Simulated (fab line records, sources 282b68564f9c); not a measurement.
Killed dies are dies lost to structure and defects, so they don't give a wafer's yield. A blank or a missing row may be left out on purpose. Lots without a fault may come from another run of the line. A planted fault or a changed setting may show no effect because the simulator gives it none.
Which tool did it? | flow rit_cmos | 14 lots, 42 wafers sampled, at 4 steps of a route of 202

WHAT THE GAUGES READ, wafer by wafer
RIT_SDANNEAL_RS_MEAS_05: measures by four-point-probe. Usual: NSD_RS 84.6 ohm/sq, standard deviation 0.33.
lot  | measured    | on            | NSD_RS (ohm/sq) | flag
L725 | day 3 13:37 | film_metro-02 | 84.6 84.7 84.9  |
L726 | day 3 17:56 | film_metro-04 | 84.6 84.5 84.7  |
L727 | day 3 23:19 | film_metro-01 | 84.4 84.4 84.6  |
L728 | day 4 01:52 | film_metro-02 | 84.0 84.3 84.0  |
L730 | day 4 13:41 | film_metro-01 | 84.8 84.6 84.7  |
L731 | day 5 00:04 | film_metro-01 | 84.6 84.9 84.6  |
L732 | day 5 02:54 | film_metro-01 | 84.8 84.6 84.6  |
L734 | day 5 10:05 | film_metro-01 | 84.8 84.3 84.6  |
L735 | day 5 16:03 | film_metro-01 | 85.0 84.8 84.7  |
L738 | day 6 04:53 | film_metro-02 | 84.2 84.2 84.5  |
L739 | day 6 10:56 | film_metro-01 | 84.5 84.9 84.7  |
L740 | day 6 14:49 | film_metro-01 | 85.1 84.9 85.0  |
L742 | day 6 23:07 | film_metro-04 | - - -           | OFF
L744 | day 7 12:21 | film_metro-04 | - - -           | OFF

WHICH TOOL RAN EACH LOT (tool, then ch and the chambers of the sampled wafers, then the start)
lot  | RIT_NRETRO_STRIP_09                 | RIT_PLDD_STRIP_09                   | RIT_NSD_IMPLANT_08
L725 | plasma_asher-01 ch 0,1, day 2 12:47 | plasma_asher-03 ch 0,1, day 3 06:18 | implanter-02 ch 0, day 3 11:15
L726 | plasma_asher-01 ch 0,1, day 2 21:04 | plasma_asher-01 ch 0,1, day 3 11:47 | implanter-01 ch 0, day 3 15:35
L727 | plasma_asher-02 ch 0,1, day 3 01:12 | plasma_asher-01 ch 0,1, day 3 17:05 | implanter-03 ch 0, day 3 20:50
L728 | plasma_asher-01 ch 0,1, day 3 02:38 | plasma_asher-01 ch 0,1, day 3 19:36 | implanter-03 ch 0, day 3 23:31
L730 | plasma_asher-03 ch 1, day 3 15:38   | plasma_asher-03 ch 0,1, day 4 07:01 | implanter-03 ch 0, day 4 10:56
L731 | plasma_asher-03 ch 0,1, day 3 22:09 | plasma_asher-01 ch 0,1, day 4 17:58 | implanter-03 ch 0, day 4 21:43
L732 | plasma_asher-02 ch 0,1, day 4 03:07 | plasma_asher-01 ch 0,1, day 4 20:31 | implanter-01 ch 0, day 5 00:18
L734 | plasma_asher-01 ch 0, day 4 11:01   | plasma_asher-02 ch 0,1, day 5 03:25 | implanter-01 ch 0, day 5 07:37
L735 | plasma_asher-02 ch 0,1, day 4 16:25 | plasma_asher-01 ch 1, day 5 09:34   | implanter-02 ch 0, day 5 13:29
L738 | plasma_asher-02 ch 0,1, day 5 07:08 | plasma_asher-02 ch 0,1, day 5 22:31 | implanter-03 ch 0, day 6 02:22
L739 | plasma_asher-01 ch 0,1, day 5 13:15 | plasma_asher-02 ch 0,1, day 6 04:28 | implanter-01 ch 0, day 6 08:23
L740 | plasma_asher-01 ch 0,1, day 5 17:32 | plasma_asher-01 ch 0,1, day 6 08:23 | implanter-03 ch 0, day 6 12:27
L742 | plasma_asher-02 ch 0,1, day 6 01:46 | plasma_asher-03 ch 0,1, day 6 16:40 | implanter-03 ch 0, day 6 20:26
L744 | plasma_asher-02 ch 0,1, day 6 11:11 | plasma_asher-01 ch 1, day 7 05:32   | implanter-03 ch 0, day 7 09:41
- RIT_NRETRO_STRIP_09: strips in O2, time 180 s.
- RIT_PLDD_STRIP_09: strips in O2, time 180 s.
- RIT_NSD_IMPLANT_08

WHAT THE TOOLS THEMSELVES READ (means of the sampled wafers that have a number; where no wafer has one, the mark that the record gives instead)
RIT_NRETRO_STRIP_09. Usual: chamber_pressure_mTorr 4000 mTorr, standard deviation 3.7; drypump_motor_current_A 5.62 A, standard deviation 0.18.
lot  | tool            | chamber_pressure_mTorr (mTorr) | drypump_motor_current_A (A) | flag
L725 | plasma_asher-01 | 3999                           | 5.58                        |
L726 | plasma_asher-01 | 4000                           | 5.57                        |
L727 | plasma_asher-02 | 4003                           | 5.67                        |
L728 | plasma_asher-01 | 4001                           | 5.57                        |
L730 | plasma_asher-03 | 3997                           | 5.40                        |
L731 | plasma_asher-03 | 3999                           | 5.44                        |
L732 | plasma_asher-02 | 3999                           | 5.67                        |
L734 | plasma_asher-01 | 4000                           | 5.89                        |
L735 | plasma_asher-02 | 3996                           | 5.67                        |
L738 | plasma_asher-02 | 4003                           | 5.67                        |
L739 | plasma_asher-01 | 4002                           | 5.58                        |
L740 | plasma_asher-01 | 3998                           | 5.58                        |
L742 | plasma_asher-02 | 4001                           | 5.70                        |
L744 | plasma_asher-02 | 3998                           | 5.66                        |

RIT_PLDD_STRIP_09. Usual: chamber_pressure_mTorr 4000 mTorr, standard deviation 3.5; drypump_motor_current_A 5.61 A, standard deviation 0.19.
lot  | tool            | chamber_pressure_mTorr (mTorr) | drypump_motor_current_A (A) | flag
L725 | plasma_asher-03 | 4001                           | 5.42                        |
L726 | plasma_asher-01 | 3999                           | 5.73                        |
L727 | plasma_asher-01 | 4003                           | 5.57                        |
L728 | plasma_asher-01 | 4003                           | 5.58                        |
L730 | plasma_asher-03 | 3998                           | 5.43                        |
L731 | plasma_asher-01 | 4001                           | 5.57                        |
L732 | plasma_asher-01 | 4002                           | 5.60                        |
L734 | plasma_asher-02 | 4000                           | 5.67                        |
L735 | plasma_asher-01 | 3997                           | 5.42                        |
L738 | plasma_asher-02 | 4003                           | 5.71                        |
L739 | plasma_asher-02 | 3995                           | 5.72                        |
L740 | plasma_asher-01 | 4003                           | 5.57                        |
L742 | plasma_asher-03 | 4000                           | 5.47                        |
L744 | plasma_asher-01 | 3999                           | 5.42                        |

THE ANSWER, worked out from the rows above alone
Rule: a lot is off if the mean of its wafers that have a number lies more than 3 standard deviations from the usual mean. A lot without any number at a reading at which 4 lots or more have one is off too. The other lots that the step has rows for count as sound. The gauges are gone through in route order, then the tools' own readings, and for those a lot's mean is taken as printed above. The first step at which some lot is off is used, and at that step the reading that is off furthest; a lot without a number counts as furthest.
Off: L742, L744, at RIT_SDANNEAL_RS_MEAS_05 (NSD_RS). Without a number there: L742, L744.
A tool fits if, at a process step before that reading, it ran every lot that is off, and no sound lot after the first of them. The gauges at RIT_SDANNEAL_RS_MEAS_05 are tried like those tools. Can't be told from this: 3 tools fit, plasma_asher-02 at RIT_NRETRO_STRIP_09, implanter-03 at RIT_NSD_IMPLANT_08, film_metro-04 at RIT_SDANNEAL_RS_MEAS_05.

WHAT THE SIMULATOR HAD PUT IN
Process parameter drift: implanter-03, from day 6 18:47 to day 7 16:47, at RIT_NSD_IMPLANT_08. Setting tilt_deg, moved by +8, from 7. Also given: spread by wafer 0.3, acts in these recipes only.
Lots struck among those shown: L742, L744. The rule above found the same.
